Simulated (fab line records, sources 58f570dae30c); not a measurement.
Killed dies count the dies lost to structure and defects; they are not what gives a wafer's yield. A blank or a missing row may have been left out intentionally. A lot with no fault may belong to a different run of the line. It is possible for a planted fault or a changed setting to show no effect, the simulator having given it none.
Which tool was responsible? / flow berkeley cmos170 / 15 lots, 45 wafers sampled, at 4 steps of a route of 331

== WHAT THE GAUGES SHOWED, per wafer ==
UCB170_NWELL_OVL_MEAS_12.
lot=L642; measured=day 2 05:55; on=overlay-02; NWELL_OVL (nm)=5 3 1
lot=L645; measured=day 2 19:34; on=overlay-01; NWELL_OVL (nm)=-14 -8 -7
lot=L646; measured=day 3 07:11; on=overlay-01; NWELL_OVL (nm)=-6 -3 -4
lot=L647; measured=day 3 07:18; on=overlay-02; NWELL_OVL (nm)=-5 -9 -10
lot=L648; measured=day 3 20:17; on=overlay-02; NWELL_OVL (nm)=-5 -3 -1
lot=L650; measured=day 4 14:35; on=overlay-02; NWELL_OVL (nm)=-12 -10 -9
lot=L652; measured=day 4 15:17; on=overlay-01; NWELL_OVL (nm)=1 -1 -8
lot=L651; measured=day 4 15:34; on=overlay-02; NWELL_OVL (nm)=-15 -9 -14
lot=L653; measured=day 4 21:34; on=overlay-02; NWELL_OVL (nm)=-4 -5 -5
lot=L659; measured=day 5 13:32; on=overlay-01; NWELL_OVL (nm)=0 7 0
lot=L661; measured=day 6 00:42; on=overlay-02; NWELL_OVL (nm)=-9 2 -9
lot=L662; measured=day 6 06:41; on=overlay-02; NWELL_OVL (nm)=-7 -5 -8
lot=L663; measured=day 6 19:05; on=overlay-01; NWELL_OVL (nm)=3 3 0
lot=L665; measured=day 6 21:16; on=overlay-01; NWELL_OVL (nm)=-6 3 -1
lot=L664; measured=day 6 21:17; on=overlay-02; NWELL_OVL (nm)=-7 -7 -7

UCB170_ACTIVE_THK_MEAS_03.
lot=L642; measured=day 4 11:24; on=film metro-02; ACTIVE_OXIDE_THK (nm)=26.7 26.1 26.6
lot=L645; measured=day 4 21:01; on=film metro-03; ACTIVE_OXIDE_THK (nm)=25.6 25.4 25.7
lot=L646; measured=day 5 03:40; on=film metro-02; ACTIVE_OXIDE_THK (nm)=27.1 26.9 27.1
lot=L647; measured=day 5 03:40; on=film metro-03; ACTIVE_OXIDE_THK (nm)=26.4 26.8 26.7
lot=L648; measured=day 5 13:20; on=film metro-02; ACTIVE_OXIDE_THK (nm)=26.3 26.5 26.3
lot=L653; measured=day 6 08:56; on=film metro-03; ACTIVE_OXIDE_THK (nm)=26.9 27.6 27.2
lot=L659; measured=day 7 05:35; on=film metro-01; ACTIVE_OXIDE_THK (nm)=26.9 27.0 27.0
lot=L661; measured=day 7 17:27; on=film metro-03; ACTIVE_OXIDE_THK (nm)=27.4 27.5 27.4
lot=L662; measured=day 7 17:28; on=film metro-02; ACTIVE_OXIDE_THK (nm)=27.4 27.4 26.9
lot=L663; measured=day 8 06:01; on=film metro-01; ACTIVE_OXIDE_THK (nm)=26.0 25.6 25.8
lot=L665; measured=day 8 12:10; on=film metro-03; ACTIVE_OXIDE_THK (nm)=26.6 26.3 26.6
lot=L664; measured=day 8 08:42; on=film metro-02; ACTIVE_OXIDE_THK (nm)=26.5 26.7 26.5

UCB170_SCREENOX_THK_MEAS_02.
lot=L642; measured=day 5 17:40; on=film metro-01; SCREENOX_OXIDE_THK (nm)=14.28 14.45 14.43
lot=L645; measured=day 6 03:25; on=film metro-01; SCREENOX_OXIDE_THK (nm)=14.51 14.12 14.41
lot=L646; measured=day 6 09:50; on=film metro-01; SCREENOX_OXIDE_THK (nm)=14.41 14.59 14.41
lot=L647; measured=day 6 09:50; on=film metro-02; SCREENOX_OXIDE_THK (nm)=14.36 14.43 14.40
lot=L648; measured=day 6 16:59; on=film metro-02; SCREENOX_OXIDE_THK (nm)=14.36 14.19 14.27
lot=L653; measured=day 7 15:41; on=film metro-03; SCREENOX_OXIDE_THK (nm)=14.25 14.57 14.44
lot=L659; measured=day 8 08:58; on=film metro-01; SCREENOX_OXIDE_THK (nm)=14.64 14.65 14.70
lot=L661; measured=day 8 22:54; on=film metro-03; SCREENOX_OXIDE_THK (nm)=14.57 14.83 14.74
lot=L662; measured=day 8 22:59; on=film metro-02; SCREENOX_OXIDE_THK (nm)=14.97 15.07 14.90
lot=L663; measured=day 9 13:35; on=film metro-01; SCREENOX_OXIDE_THK (nm)=14.81 14.65 14.62
lot=L665; measured=day 9 20:35; on=film metro-02; SCREENOX_OXIDE_THK (nm)=14.28 14.18 14.14
lot=L664; measured=day 9 20:34; on=film metro-01; SCREENOX_OXIDE_THK (nm)=14.01 13.91 14.21

== WHICH TOOL RAN EACH LOT (tool, then ch and the chambers of the sampled wafers, then the start) ==
lot=L642; UCB170_PWELL_OXIDATION_02=furnace-02 ch 0, day 2 20:29
lot=L645; UCB170_PWELL_OXIDATION_02=furnace-02 ch 0, day 3 08:53
lot=L646; UCB170_PWELL_OXIDATION_02=furnace-02 ch 0, day 3 18:50
lot=L647; UCB170_PWELL_OXIDATION_02=furnace-02 ch 0, day 3 18:50
lot=L648; UCB170_PWELL_OXIDATION_02=furnace-04 ch 0, day 4 08:42
lot=L650; UCB170_PWELL_OXIDATION_02=furnace-02, day 4 23:32
lot=L652; UCB170_PWELL_OXIDATION_02=furnace-04, day 5 01:21
lot=L651; UCB170_PWELL_OXIDATION_02=furnace-04, day 5 01:21
lot=L653; UCB170_PWELL_OXIDATION_02=furnace-01 ch 0, day 5 07:25
lot=L659; UCB170_PWELL_OXIDATION_02=furnace-02 ch 0, day 5 22:59
lot=L661; UCB170_PWELL_OXIDATION_02=furnace-01 ch 0, day 6 08:56
lot=L662; UCB170_PWELL_OXIDATION_02=furnace-01 ch 0, day 6 16:58
lot=L663; UCB170_PWELL_OXIDATION_02=furnace-02 ch 0, day 7 01:12
lot=L665; UCB170_PWELL_OXIDATION_02=furnace-04 ch 0, day 7 06:03
lot=L664; UCB170_PWELL_OXIDATION_02=furnace-04 ch 0, day 7 06:03
- UCB170_PWELL_OXIDATION_02: target thk 26.4 nm, ox time 1260 s.

== AS READ BY THE TOOLS THEMSELVES (means over the sampled wafers that have a number; for cases with no such wafer, the mark the record gives instead) ==
UCB170_PWELL_OXIDATION_02.
lot=L642; tool=furnace-02; ox temp c (C)=1000.1; ox temp c max=1006.1; spike tc centre C (C)=1001.4; spike tc load C (C)=1025
lot=L645; tool=furnace-02; ox temp c (C)=1000.1; ox temp c max=1007.7; spike tc centre C (C)=1003.0; spike tc load C (C)=1024
lot=L646; tool=furnace-02; ox temp c (C)=1000.3; ox temp c max=1006.9; spike tc centre C (C)=1001.8; spike tc load C (C)=1025
lot=L647; tool=furnace-02; ox temp c (C)=1000.0; ox temp c max=1007.1; spike tc centre C (C)=1002.1; spike tc load C (C)=1024
lot=L648; tool=furnace-04; ox temp c (C)=999.8; ox temp c max=1004.5; spike tc centre C (C)=1001.3; spike tc load C (C)=1031
lot=L650; tool=furnace-02; ox temp c (C)=-; ox temp c max=-; spike tc centre C (C)=-; spike tc load C (C)=-
lot=L652; tool=furnace-04; ox temp c (C)=-; ox temp c max=-; spike tc centre C (C)=-; spike tc load C (C)=-
lot=L651; tool=furnace-04; ox temp c (C)=-; ox temp c max=-; spike tc centre C (C)=-; spike tc load C (C)=-
lot=L653; tool=furnace-01; ox temp c (C)=1000.6; ox temp c max=1004.5; spike tc centre C (C)=1001.9; spike tc load C (C)=1021
lot=L659; tool=furnace-02; ox temp c (C)=1000.1; ox temp c max=1006.6; spike tc centre C (C)=1001.5; spike tc load C (C)=1023
lot=L661; tool=furnace-01; ox temp c (C)=1000.0; ox temp c max=1004.6; spike tc centre C (C)=1002.1; spike tc load C (C)=1020
lot=L662; tool=furnace-01; ox temp c (C)=1000.3; ox temp c max=1004.2; spike tc centre C (C)=1001.9; spike tc load C (C)=1021
lot=L663; tool=furnace-02; ox temp c (C)=999.4; ox temp c max=1006.1; spike tc centre C (C)=1002.7; spike tc load C (C)=1024
lot=L665; tool=furnace-04; ox temp c (C)=999.8; ox temp c max=1004.4; spike tc centre C (C)=1001.5; spike tc load C (C)=1031
lot=L664; tool=furnace-04; ox temp c (C)=1000.6; ox temp c max=1004.6; spike tc centre C (C)=1001.3; spike tc load C (C)=1031

== THE ANSWER, worked out from the rows above alone ==
Rule: the lots themselves supply what counts as usual. The widest of any qualifying gaps counts: lots, ordered by their means at a reading, are off when they make up no more than a third of the lots, leave a main group of 4 or more, and stand apart from it by 3 or more times the standard deviation of that group's means. Not used: any main group whose means are identical at the precision the tables above print for the reading. A lot without any number at a reading at which 4 lots or more have one is off too. Any other lot the step has rows for is counted as sound. First the gauges in route order, then the tools' own readings, where a lot's mean is used as printed above. At the first step where some lot is off, the reading lying furthest off is the one used; lots without a number count as furthest.
Off at UCB170_PWELL_OXIDATION_02 (ox temp c): L650, L652, L651. Without a number there: L650, L652, L651. The main group has a mean of 1000.1 C with a standard deviation of 0.33.
A tool fits if, at that step or a process step before it, it ran every lot that is off, and no sound lot after the first of them. No candidate that was tried fits.

== WHAT WAS PUT IN BY THE SIMULATOR ==
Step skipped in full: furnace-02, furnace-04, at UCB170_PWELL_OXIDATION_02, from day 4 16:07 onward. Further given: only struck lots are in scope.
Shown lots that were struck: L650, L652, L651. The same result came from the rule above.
